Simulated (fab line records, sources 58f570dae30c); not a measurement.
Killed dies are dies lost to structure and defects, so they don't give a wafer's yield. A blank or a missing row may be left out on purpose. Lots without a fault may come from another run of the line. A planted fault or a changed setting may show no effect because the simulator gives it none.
Problem report in the 8D (eight disciplines) form, filled by code | flow berkeley_cmos170 | the parts of the form that need people (team, actions taken, sign-off) are left out

1. THE PROBLEM
prime_temp_c at UCB170_ZERO_HMDS_00 reads a mean of 96.86 C on 6 wafers of 2 lots; wafers without a fault read 100.00 C with a standard deviation of 0.13. That is -24 standard deviations from the usual mean.
The step: prime time 60 s.
First seen on wafer L107.2, day 3 23:29, on litho_track-04. The record holds 42 wafers of 14 lots with a number at this step. Rule for "out", or "out of limits": more than 4 standard deviations from the usual mean. The other wafers with a number count as sound.

2. WHAT IT IS AND WHAT IT IS NOT
question                    | is                     | is not
which readings at this step | prime_temp_c           | -
which lots                  | L107, L110             | L100, L102, L103, L105, L116, L117, L118, L119, L996, L997, L998, L999
which wafers of those lots  | all that have a number | -
read on which tools         | litho_track-04         | litho_track-01, litho_track-02
when                        | from day 3 23:29       | up to then (24 sound wafers); but 12 sound wafers of L116, L117, L118, L119 came after

3. SUSPECTS, AND WHAT RULES EACH OUT
Counting: a tool at a process step up to the reading stays a suspect if it ran every lot that is out and no sound lot after the first of them.
- litho_track-04 at UCB170_ZERO_HMDS_00 (prime time 60 s): kept. It ran every lot that is out, first L107 (day 3 23:29), and no sound lot after that; its last sound lot up to then is L102 (day 2 22:04). Its own readings are out on those wafers: prime_temp_c.
Left after counting: litho_track-04 at UCB170_ZERO_HMDS_00.

4. THE CAUSE (what the simulator had put in)
Process parameter drift: litho_track-04, from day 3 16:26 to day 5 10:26, at UCB170_ZERO_HMDS_00. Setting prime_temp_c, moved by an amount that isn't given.
Counting left only this tool.

5. THE CHAIN OF EFFECTS, in route order
Each row: a reading whose mean over the struck wafers that have a number lies more than 3 standard deviations from the usual. Only readings for which the record gives a usual standard deviation are gone through. hours: the time from each lot's start at the first step in this table that gives one to its start at this step, as a median over the lots. sigmas: the change in usual standard deviations.
hours | step                | reading      | usual    | on struck wafers | change | sigmas
0     | UCB170_ZERO_HMDS_00 | prime_temp_c | 100.00 C | 96.86            | -3.14  | -24
The process steps in it:
- UCB170_ZERO_HMDS_00: prime time 60 s.
Later measuring or inspecting steps at which every struck wafer that the step has a row for has a number for every such reading, and none has moved that far: UCB170_NVT_TW_MEAS_09, UCB170_NLDD_OVL_MEAS_07.

6. WHAT WOULD HAVE CAUGHT IT SOONER
In this record the first reading out of limits was taken at day 3 23:29, 7 hours after the fault began at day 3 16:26.
